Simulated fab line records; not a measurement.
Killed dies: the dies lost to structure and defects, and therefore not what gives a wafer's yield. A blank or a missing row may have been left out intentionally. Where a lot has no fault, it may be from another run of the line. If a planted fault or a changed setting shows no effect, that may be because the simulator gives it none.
fab line records -- flow berkeley_cmos170
[record] lots = 15, wafers = 45, last_day = 12
route steps=331 shown START@2 V2@306 M3@326
lots that met no fault: taken from a fault-free run of the same line
start_h: start of the lot's first displayed wafer, in hours after the record's first day -- wait_h: hours from the lot's prior step to this one -- " same as the row above -- L1.1+2: several wafers, shown together as one row -- - no value, or no start was given -- * or withheld: withheld -- < > ~ a bound
route shown NAME@n: a module of which the file shows steps, and the number in the route of the first -- usual: mean/standard deviation of fault-free wafers -- same: alike in all rows -- chamber/n: place in a boat -- sites: each site's reading -- _std_site: how widely they spread, as a standard deviation -- _edge_site: outer sites' mean less inner sites' -- radius_mm: for every site, how far away it sits from the centre of the wafer -- mask NAME#n: copy n -- behind: the tool/chamber that last shaped the wafer -- hold: the reason the lot was held/the length of the hold in hours/how it ended -- device: the n, p or np transistor that did not switch -- end of line: the same wafers' tests at the end of the route -- step lacking rows: just its recipe -- killed: dies that structure and defects cost at the first sort, which is not the same as the wafer's yield -- map: shows each die of a wafer: x if killed, . if not, _ if none is there
set.NAME: the setting the step ran with; set.NAME@STEP: the setting that earlier step ran with -- model.NAME: the simulator's own value behind a step, which no gauge read
the route's steps for a sample of lots (tables are steps, rows are wafers)
services: when a tool's chamber went out of use (start_h, in hours from the record's first day, below 0 if earlier), for how many hours, and the reason
[[steps]]
[step UCB170_START_CLEAN_01]
[recipe] chemistry = dHF, dilution = 25:1, time_s = 60
[usual] run_length_s = 88/3.6, time_s = 60/0
lot.wafer,tool,chamber,start_h,wait_h,run_length_s,time_s
L253.2,wet_bench-03,3,10.15,0.1,89,60
L253.4,wet_bench-03,3,10.15,0.1,89,60
L253.6,wet_bench-03,3,10.15,0.1,89,60
L254.3,wet_bench-04,2,15.12,0.1,93,60
L254.4,wet_bench-04,2,15.12,0.1,93,60
L254.5,wet_bench-04,2,15.12,0.1,93,60
L255.1,wet_bench-04,2,20.12,0.1,86,60
L255.2,wet_bench-04,2,20.12,0.1,86,60
L255.6,wet_bench-04,2,20.12,0.1,86,60
L258.1,wet_bench-02,0,35.50,0.5,93,60
L258.5,wet_bench-02,0,35.50,0.5,93,60
L258.6,wet_bench-02,0,35.50,0.5,93,60
L260.2,wet_bench-03,3,46.77,1.7,95,60
L260.3,wet_bench-03,3,46.77,1.7,95,60
L260.6,wet_bench-03,3,46.77,1.7,95,60
L262.1,wet_bench-02,3,55.12,0.1,86,60
L262.2,wet_bench-02,3,55.12,0.1,86,60
L262.4,wet_bench-02,3,55.12,0.1,86,60
L263.1,wet_bench-03,0,61.43,1.4,87,60
L263.4,wet_bench-03,0,61.43,1.4,87,60
L263.5,wet_bench-03,0,61.43,1.4,87,60
L264.1,wet_bench-03,1,66.95,1.9,-,-
L264.3,wet_bench-03,1,66.95,1.9,-,-
L264.4,wet_bench-03,1,66.95,1.9,-,-
L265.1,wet_bench-02,1,70.65,0.6,-,-
L265.5,wet_bench-02,1,70.65,0.6,-,-
L265.6,wet_bench-02,1,70.65,0.6,-,-
L266.4,wet_bench-03,1,75.12,0.0,-,-
L266.5,wet_bench-03,1,75.12,0.0,-,-
L266.6,wet_bench-03,1,75.12,0.0,-,-
L269.1,wet_bench-03,0,92.24,2.2,86,60
L269.4,wet_bench-03,0,92.24,2.2,86,60
L269.6,wet_bench-03,0,92.24,2.2,86,60
L273.2,wet_bench-02,0,111.45,1.4,86,60
L273.3,wet_bench-02,0,111.45,1.4,86,60
L273.4,wet_bench-02,0,111.45,1.4,86,60
L274.1,wet_bench-03,0,115.12,0.1,93,60
L274.2,wet_bench-03,0,115.12,0.1,93,60
L274.5,wet_bench-03,0,115.12,0.1,93,60
L275.2,wet_bench-04,0,120.12,0.1,86,60
L275.5,wet_bench-04,0,120.12,0.1,86,60
L275.6,wet_bench-04,0,120.12,0.1,86,60
L276.1,wet_bench-02,2,125.12,0.1,85,60
L276.5,wet_bench-02,2,125.12,0.1,85,60
L276.6,wet_bench-02,2,125.12,0.1,85,60
[step UCB170_V2_ETCH_14]
[recipe] chemistry = CHF3/CF4/Ar, target = SiO2, stop_on = Al, CHF3_flow_sccm = 45, cf4_flow_sccm = 15, Ar_flow_sccm = 150, pressure_mtorr = 200, rf_w = 700, target_depth_a = 12500, over_etch_frac = 0.25, time_s = 291
[usual] drypump_motor_current_A = 5.4/0.47, oes_product_au = 0.872/0.018, throttle_valve_pct = 6.97/0.07
lot.wafer,tool,chamber,start_h,wait_h,drypump_motor_current_A,oes_product_au,rf_hours_counter_h,throttle_valve_pct
L253.2,rie_diel-03,1,181.56,0.0,4.7,0.889,56,6.88
L253.4,rie_diel-03,2,181.56,0.0,4.8,0.885,3,6.97
L253.6,rie_diel-03,2,181.56,0.0,4.8,0.870,-,6.96
L254.3,rie_diel-02,1,181.83,0.0,5.6,0.898,100,7.02
L254.4,rie_diel-02,3,181.83,0.0,5.1,0.871,4,6.94
L254.5,rie_diel-02,1,181.83,0.0,5.7,0.901,-,7.02
L258.1,rie_diel-04,0,198.76,0.0,5.1,0.889,69,6.96
L258.5,rie_diel-04,0,198.76,0.0,5.0,0.882,-,6.95
L258.6,rie_diel-04,2,198.76,0.0,6.3,0.859,-,6.96
L255.1,rie_diel-04,2,200.50,0.0,6.3,0.855,21,6.99
L255.2,rie_diel-04,0,200.50,0.0,5.1,0.887,70,6.94
L255.6,rie_diel-04,2,200.50,0.0,6.3,0.855,-,6.99
L262.1,rie_diel-03,0,204.52,0.0,5.1,0.846,130,6.99
L262.2,rie_diel-03,2,204.52,0.0,4.8,0.867,5,6.95
L262.4,rie_diel-03,1,204.52,0.0,4.7,0.895,57,6.87
L260.2,rie_diel-02,3,209.31,0.0,5.1,0.871,5,6.94
L260.3,rie_diel-02,0,209.31,0.0,5.7,0.868,136,6.77
L260.6,rie_diel-02,0,209.31,0.0,5.7,0.866,-,6.79
L263.1,rie_diel-02,0,213.21,0.0,5.7,0.867,137,6.77
L263.4,rie_diel-02,2,213.21,0.0,5.8,0.855,115,7.01
L263.5,rie_diel-02,3,213.21,0.0,5.1,0.866,-,6.94
L264.1,rie_diel-02,2,231.38,0.0,5.9,0.853,116,7.02
L264.3,rie_diel-02,0,231.38,0.0,5.6,0.870,138,6.77
L264.4,rie_diel-02,1,231.38,0.0,5.6,0.891,103,7.02
L266.4,rie_diel-03,3,244.12,0.0,4.9,0.869,10,6.99
L266.5,rie_diel-03,0,244.12,0.0,5.1,0.843,-,7.00
L266.6,rie_diel-03,3,244.12,0.0,4.9,0.857,-,6.99
L265.1,rie_diel-04,0,246.04,0.0,5.1,0.892,72,6.96
L265.5,rie_diel-04,0,246.04,0.0,5.1,0.894,-,6.94
L265.6,rie_diel-04,3,246.04,0.0,5.5,0.878,-,7.13
L269.1,rie_diel-03,3,262.44,0.0,4.9,0.866,10,6.99
L269.4,rie_diel-03,2,262.44,0.0,4.8,0.878,7,6.96
L269.6,rie_diel-03,1,262.44,0.0,4.7,0.889,-,6.88
L273.2,rie_diel-04,3,262.86,0.0,5.5,0.875,3,7.14
L273.3,rie_diel-04,2,262.86,0.0,6.3,0.833,24,6.99
L273.4,rie_diel-04,1,262.86,0.0,5.6,0.886,19,6.97
L274.1,rie_diel-02,2,271.10,0.0,5.8,0.858,118,7.01
L274.2,rie_diel-02,1,271.10,0.0,5.7,0.901,106,7.01
L274.5,rie_diel-02,1,271.10,0.0,5.7,0.896,-,7.00
L275.2,rie_diel-02,3,282.03,0.0,5.1,0.866,9,6.93
L275.5,rie_diel-02,2,282.03,0.0,5.8,0.856,-,7.00
L275.6,rie_diel-02,1,282.03,0.0,5.6,0.900,-,7.01
L276.1,rie_diel-04,0,287.82,0.0,5.1,0.885,74,6.96
L276.5,rie_diel-04,3,287.82,0.0,5.5,0.875,-,7.13
L276.6,rie_diel-04,2,287.82,0.0,6.3,0.850,-,6.98
[step UCB170_V2_STRIP_15]
[recipe] chemistry = O2, power_w = 400, pressure_mtorr = 3500, platen_temp_c = withheld, o2_flow_sccm = 400, overash_fraction = 0.5
[usual] drypump_motor_current_A = 5.6/0.46, oes_product_au = 0.722/0.0043, strip_time_to_endpoint_s = 15.42/0.14
[same] overash_fraction = 0.5
lot.wafer,tool,chamber,start_h,wait_h,drypump_motor_current_A,oes_product_au,rf_hours_counter_h,strip_time_to_endpoint_s
L253.2,plasma_asher-03,0,181.73,0.1,6.3,0.716,6,15.31
L253.4,plasma_asher-03,0,181.73,0.1,6.3,0.724,-,15.46
L253.6,plasma_asher-03,1,181.73,0.1,5.6,0.724,-,15.48
L254.3,plasma_asher-01,1,182.04,0.1,5.9,0.722,-,15.69
L254.4,plasma_asher-01,0,182.04,0.1,5.1,0.724,-,15.72
L254.5,plasma_asher-01,1,182.04,0.1,5.9,0.726,-,15.63
L258.1,plasma_asher-02,1,198.94,0.1,6.0,0.712,49,15.40
L258.5,plasma_asher-02,0,198.94,0.1,5.0,0.723,-,15.31
L258.6,plasma_asher-02,1,198.94,0.1,5.9,0.711,-,15.41
L255.1,plasma_asher-01,1,200.77,0.2,5.9,0.728,43,15.51
L255.2,plasma_asher-01,0,200.77,0.2,5.0,0.722,43,15.52
L255.6,plasma_asher-01,0,200.77,0.2,5.0,0.728,-,15.43
L262.1,plasma_asher-02,0,204.70,0.1,5.1,0.723,50,15.28
L262.2,plasma_asher-02,1,204.70,0.1,5.9,0.723,50,15.49
L262.4,plasma_asher-02,1,204.70,0.1,5.9,0.726,-,15.28
L260.2,plasma_asher-02,0,209.49,0.1,5.1,0.719,50,15.71
L260.3,plasma_asher-02,0,209.49,0.1,5.1,0.729,-,15.41
L260.6,plasma_asher-02,0,209.49,0.1,5.1,0.722,-,15.27
L263.1,plasma_asher-02,1,213.39,0.1,5.9,0.723,51,15.44
L263.4,plasma_asher-02,1,213.39,0.1,5.9,0.719,-,15.56
L263.5,plasma_asher-02,0,213.39,0.1,5.1,0.724,-,15.63
L264.1,plasma_asher-02,0,231.56,0.1,5.0,0.719,53,15.52
L264.3,plasma_asher-02,1,231.56,0.1,5.9,0.727,-,15.27
L264.4,plasma_asher-02,0,231.56,0.1,5.1,0.725,-,15.36
L266.4,plasma_asher-03,0,244.33,0.1,6.3,0.718,-,15.66
L266.5,plasma_asher-03,0,244.33,0.1,6.3,0.721,-,15.38
L266.6,plasma_asher-03,1,244.33,0.1,5.6,0.720,-,15.60
L265.1,plasma_asher-02,1,246.22,0.1,5.9,0.716,55,15.42
L265.5,plasma_asher-02,0,246.22,0.1,5.1,0.723,-,15.38
L265.6,plasma_asher-02,1,246.22,0.1,5.9,0.727,-,15.43
L269.1,plasma_asher-01,0,262.62,0.1,5.1,0.721,51,15.62
L269.4,plasma_asher-01,0,262.62,0.1,5.0,0.717,-,15.52
L269.6,plasma_asher-01,1,262.62,0.1,5.9,0.727,-,15.30
L273.2,plasma_asher-01,0,263.04,0.1,5.0,0.727,51,15.45
L273.3,plasma_asher-01,0,263.04,0.1,5.1,0.721,-,15.43
L273.4,plasma_asher-01,1,263.04,0.1,5.9,0.722,-,15.19
L274.1,plasma_asher-01,0,271.28,0.1,5.0,0.717,52,15.54
L274.2,plasma_asher-01,1,271.28,0.1,5.9,0.723,52,15.44
L274.5,plasma_asher-01,0,271.28,0.1,5.1,0.723,-,15.30
L275.2,plasma_asher-03,0,282.21,0.1,6.3,0.729,16,15.48
L275.5,plasma_asher-03,0,282.21,0.1,6.3,0.721,-,15.54
L275.6,plasma_asher-03,1,282.21,0.1,5.6,0.726,-,15.36
L276.1,plasma_asher-03,1,288.00,0.1,5.6,0.721,17,15.40
L276.5,plasma_asher-03,0,288.00,0.1,6.3,0.725,-,15.45
L276.6,plasma_asher-03,1,288.00,0.1,5.6,0.723,-,15.58
[step UCB170_M3_ETCH_17]
[recipe] chemistry = N2/H2, target_depth_a = withheld, overetch_a = withheld, target = BARC, time_s = withheld, source_w = 500, bias_w = 100, pressure_mtorr = 30, n2_flow_sccm = 100, h2_flow_sccm = 200
[usual] drypump_motor_current_A = 5.4/0.52, oes_product_au = 0.991/0.027, throttle_valve_pct = 13.35/0.22
lot.wafer,tool,chamber,start_h,wait_h,drypump_motor_current_A,oes_product_au,throttle_valve_pct
L254.3,rie_diel-04,0,184.96,0.0,5.0,1.016,13.42
L254.4,rie_diel-04,2,184.96,0.0,6.3,0.968,13.15
L254.5,rie_diel-04,0,184.96,0.0,5.1,1.029,13.40
L253.2,rie_diel-01,2,185.24,0.0,6.2,0.970,13.51
L253.4,rie_diel-01,1,185.24,0.0,5.6,1.004,13.27
L253.6,rie_diel-01,0,185.24,0.0,5.5,1.010,13.80
L258.1,rie_diel-01,3,201.76,0.0,4.8,0.971,13.04
L258.5,rie_diel-01,2,201.76,0.0,6.2,0.979,13.53
L258.6,rie_diel-01,3,201.76,0.0,4.8,0.961,13.04
L255.1,rie_diel-04,0,207.50,0.0,5.1,1.005,13.40
L255.2,rie_diel-04,2,207.50,0.0,6.2,0.952,13.16
L255.6,rie_diel-04,3,207.50,0.0,5.5,1.004,13.57
L262.1,rie_diel-03,2,208.10,0.0,4.8,0.958,13.14
L262.2,rie_diel-03,0,208.10,0.0,5.1,0.958,13.39
L262.4,rie_diel-03,3,208.10,0.0,5.0,0.961,13.35
L260.2,rie_diel-01,2,213.40,0.0,6.2,0.975,13.52
L260.3,rie_diel-01,3,213.40,0.0,4.8,0.969,13.05
L260.6,rie_diel-01,1,213.40,0.0,5.6,1.011,13.25
L263.1,rie_diel-01,3,217.79,0.0,4.8,0.983,13.04
L263.4,rie_diel-01,1,217.79,0.0,5.6,1.005,13.24
L263.5,rie_diel-01,3,217.79,0.0,4.8,0.967,13.03
L264.1,rie_diel-01,1,233.95,0.0,5.6,1.005,13.26
L264.3,rie_diel-01,0,233.95,0.0,5.4,1.021,13.80
L264.4,rie_diel-01,3,233.95,0.0,4.8,0.968,13.06
L266.4,rie_diel-03,0,248.82,0.0,5.1,0.983,13.39
L266.5,rie_diel-03,1,248.82,0.0,4.7,1.054,13.33
L266.6,rie_diel-03,0,248.82,0.0,5.0,0.970,13.39
L265.1,rie_diel-03,2,249.41,0.0,4.8,0.977,13.15
L265.5,rie_diel-03,2,249.41,0.0,4.8,0.968,13.14
L265.6,rie_diel-03,3,249.41,0.0,5.0,0.965,13.35
L269.1,rie_diel-03,3,265.23,0.0,5.0,0.976,13.35
L269.4,rie_diel-03,1,265.23,0.0,4.7,1.039,13.33
L269.6,rie_diel-03,1,265.23,0.0,4.7,1.046,13.33
L273.2,rie_diel-01,0,265.69,0.0,5.4,1.008,13.80
L273.3,rie_diel-01,3,265.69,0.0,4.8,0.958,13.04
L273.4,rie_diel-01,2,265.69,0.0,6.2,0.993,13.50
L274.1,rie_diel-01,3,273.55,0.0,4.8,0.962,13.04
L274.2,rie_diel-01,1,273.55,0.0,5.6,1.013,13.27
L274.5,rie_diel-01,0,273.55,0.0,5.4,1.008,13.79
L275.2,rie_diel-01,0,288.10,0.0,5.4,1.021,13.80
L275.5,rie_diel-01,2,288.10,0.0,6.2,0.980,13.52
L275.6,rie_diel-01,3,288.10,0.0,4.8,0.972,13.01
L276.1,rie_diel-04,2,292.77,0.0,6.3,0.946,13.15
L276.5,rie_diel-04,2,292.77,0.0,6.3,0.959,13.14
L276.6,rie_diel-04,3,292.77,0.0,5.5,0.998,13.59
[[services]]
tool,chamber,start_h,hours,kind
rie_diel-04,2,-9.79,4.6,repair
rie_diel-01,-,-9.54,2.8,pm
rie_diel-04,0,2.27,5.0,repair
rie_diel-01,0,65.08,13.2,repair
rie_diel-04,1,66.31,7.3,repair
rie_diel-04,0,82.05,3.6,repair
rie_diel-01,-,100.62,0.3,repair
rie_diel-04,2,110.85,5.7,repair
rie_diel-01,2,117.94,2.8,repair
rie_diel-03,0,123.94,2.3,repair
rie_diel-04,1,137.11,4.8,repair
plasma_asher-02,-,141.93,2.8,pm
rie_diel-04,-,145.61,0.8,repair
rie_diel-04,2,149.16,10.8,repair
rie_diel-03,1,157.92,4.5,repair
rie_diel-04,-,169.41,0.5,repair
rie_diel-01,3,175.37,2.2,repair
rie_diel-02,-,196.59,0.4,repair
rie_diel-04,1,200.16,6.3,repair
rie_diel-01,0,214.27,6.6,repair
wet_bench-03,-,252.63,3.7,repair
rie_diel-02,3,258.52,10.3,repair
rie_diel-02,2,260.67,5.2,repair
rie_diel-03,2,266.71,4.0,repair
[[key]]
[first_sign] step = UCB170_START_CLEAN_01, reading = tool_record, direction = missing
effect none on later readings
met_at UCB170_START_CLEAN_01
struck_lots L264,L265,L266
tester_left_out L264,L265,L266
not_acting_at UCB170_V2_ETCH_14,UCB170_V2_STRIP_15,UCB170_M3_ETCH_17
onset_between 61.43 66.95
[fault] kind = skipped_step_whole, tool = wet_bench-02,wet_bench-03, chamber = -, onset_h = 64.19, steps = UCB170_START_CLEAN_01, scope = struck_lots_only
// tester_left_out: of these lots the tester's yield and bins aren't shown, on N5 and GAA mostly nor the transistor test; their killed dies are dies lost to structure and defects alone, not to doping, threshold or leakage, so they don't give the yield
